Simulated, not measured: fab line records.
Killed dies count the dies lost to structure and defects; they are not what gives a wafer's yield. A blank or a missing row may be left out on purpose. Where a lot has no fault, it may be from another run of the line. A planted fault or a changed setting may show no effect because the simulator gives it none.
What tool caused it? ; flow rit_cmos ; 14 lots, 42 wafers sampled, at 2 steps of a route of 202

== WHAT EACH GAUGE READ, for each wafer ==
RIT_ACTIVE_THK_MEAS_02. Usual: for ACTIVE_OXIDE_THK the level is 47.0 nm and the standard deviation is 0.94.
lot;measured;on;ACTIVE_OXIDE_THK (nm);flag
L278;day 1 14:57;film_metro-01;46.2 45.9 46.5;
L279;day 1 17:58;film_metro-04;46.0 45.7 45.4;
L280;day 1 22:28;film_metro-01;45.8 46.3 46.1;
L281;day 2 03:29;film_metro-02;48.8 49.1 48.6;
L282;day 2 08:03;film_metro-02;47.5 47.3 47.5;
L283;day 2 13:51;film_metro-01;46.5 46.6 46.7;
L284;day 2 18:25;film_metro-01;46.5 46.6 46.5;
L292;day 4 15:37;film_metro-04;44.0 43.1 43.6;OFF
L293;day 4 15:37;film_metro-02;43.1 42.2 41.2;OFF
L295;day 5 06:12;film_metro-04;47.9 47.8 48.0;
L296;day 5 06:11;film_metro-01;46.9 46.2 46.3;
L297;day 5 11:21;film_metro-04;47.1 47.0 47.4;
L299;day 5 23:15;film_metro-04;47.2 47.1 46.2;
L300;day 6 02:44;film_metro-02;46.8 46.2 47.0;

== EACH LOT AND THE TOOL THAT RAN IT (in order: tool; ch and the chambers of the sampled wafers; start) ==
lot;RIT_ACTIVE_OXIDATION_01
L278;furnace-04 ch 0, day 1 13:01
L279;furnace-04 ch 0, day 1 16:01
L280;furnace-04 ch 0, day 1 20:31
L281;furnace-02 ch 0, day 2 01:32
L282;furnace-04 ch 0, day 2 06:07
L283;furnace-04 ch 0, day 2 11:55
L284;furnace-02 ch 0, day 2 16:28
L292;furnace-02 ch 0, day 4 13:41
L293;furnace-02 ch 0, day 4 13:41
L295;furnace-04 ch 0, day 5 04:14
L296;furnace-04 ch 0, day 5 04:14
L297;furnace-04 ch 0, day 5 09:25
L299;furnace-04 ch 0, day 5 21:19
L300;furnace-04 ch 0, day 6 00:49
- RIT_ACTIVE_OXIDATION_01: target thk 46.8 nm, ox time 3360 s.

== AS READ BY THE TOOLS THEMSELVES (means over the sampled wafers that have a number; for cases with no such wafer, the mark the record gives instead) ==
RIT_ACTIVE_OXIDATION_01. Usual: spike_tc_centre_C 1001.8 C, standard deviation 0.98; spike_tc_load_C 1029.9 C, standard deviation 1.3; spike_tc_source_C 1022.9 C, standard deviation 1.4; tube_center_temp_C 999.99 C, standard deviation 0.091; tube_center_temp_C_max 1002.5, standard deviation 0.44.
lot;tool;spike_tc_centre_C (C);spike_tc_load_C (C);spike_tc_source_C (C);tube_center_temp_C (C);tube_center_temp_C_max;flag
L278;furnace-04;1001.7;1028.9;1023.4;1000.05;1002.7;
L279;furnace-04;1001.8;1029.5;1023.7;1000.09;1002.4;
L280;furnace-04;1001.9;1030.0;1024.3;999.98;1002.6;
L281;furnace-02;1000.3;1030.5;1021.5;1000.03;1003.2;
L282;furnace-04;1002.0;1029.9;1024.0;1000.01;1002.6;
L283;furnace-04;1001.5;1028.8;1023.0;1000.06;1002.4;
L284;furnace-02;1002.2;1031.9;1021.1;999.99;1002.3;
L292;furnace-02;994.6;1024.8;1013.7;992.96;995.6;OFF
L293;furnace-02;994.6;1023.4;1014.3;992.95;996.1;OFF
L295;furnace-04;1002.2;1029.5;1024.5;999.90;1002.2;
L296;furnace-04;1001.5;1029.0;1022.7;999.95;1002.7;
L297;furnace-04;1001.0;1029.3;1024.0;999.97;1002.5;
L299;furnace-04;1001.8;1030.2;1022.5;1000.08;1002.8;
L300;furnace-04;1001.7;1029.9;1023.4;999.98;1002.7;

== THE ANSWER, worked out from the rows above alone ==
Rule: lot off if the mean of its wafers having a number is beyond 3 standard deviations from the usual mean. A lot without any number at a reading at which 4 lots or more have one is off too. The other lots that the step has rows for count as sound. After the gauges, taken in route order, come the tools' own readings; for these a lot's mean is taken, as printed above. At the first step where some lot is off, the reading lying furthest off is the one used; lots without a number count as furthest.
Off: at RIT_ACTIVE_THK_MEAS_02 (ACTIVE_OXIDE_THK), L292, L293.
A tool fits if, at a process step before that reading, it ran every lot that is off, and no sound lot after the first of them. The gauges at RIT_ACTIVE_THK_MEAS_02 aren't tried: what is off there is off at RIT_ACTIVE_OXIDATION_01 too, on other tools, and a gauge's error can't cause that. One fits: RIT_ACTIVE_OXIDATION_01 on furnace-02. A fault onset in the window from L284 (day 2 16:28, its last sound lot) to L292 (day 4 13:41, its first lot off) fits.
The tool's own readings at RIT_ACTIVE_OXIDATION_01 bear it out: on the lots that are off they differ by more than 5 times the standard deviation of the sound lots' means. spike_tc_centre_C reads 994.6 C there against 1001.6 C on the sound lots; spike_tc_load_C reads 1024.1 C there against 1029.8 C on the sound lots; spike_tc_source_C reads 1014.0 C there against 1023.2 C on the sound lots; tube_center_temp_C reads 992.96 C there against 1000.01 C on the sound lots; tube_center_temp_C_max reads 995.9 there against 1002.6 on the sound lots.

== WHAT WAS PUT IN BY THE SIMULATOR ==
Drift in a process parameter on furnace-02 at RIT_ACTIVE_OXIDATION_01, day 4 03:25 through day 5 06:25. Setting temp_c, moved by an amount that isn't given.
Lots struck among those shown: L292, L293. The rule above reached the same finding.
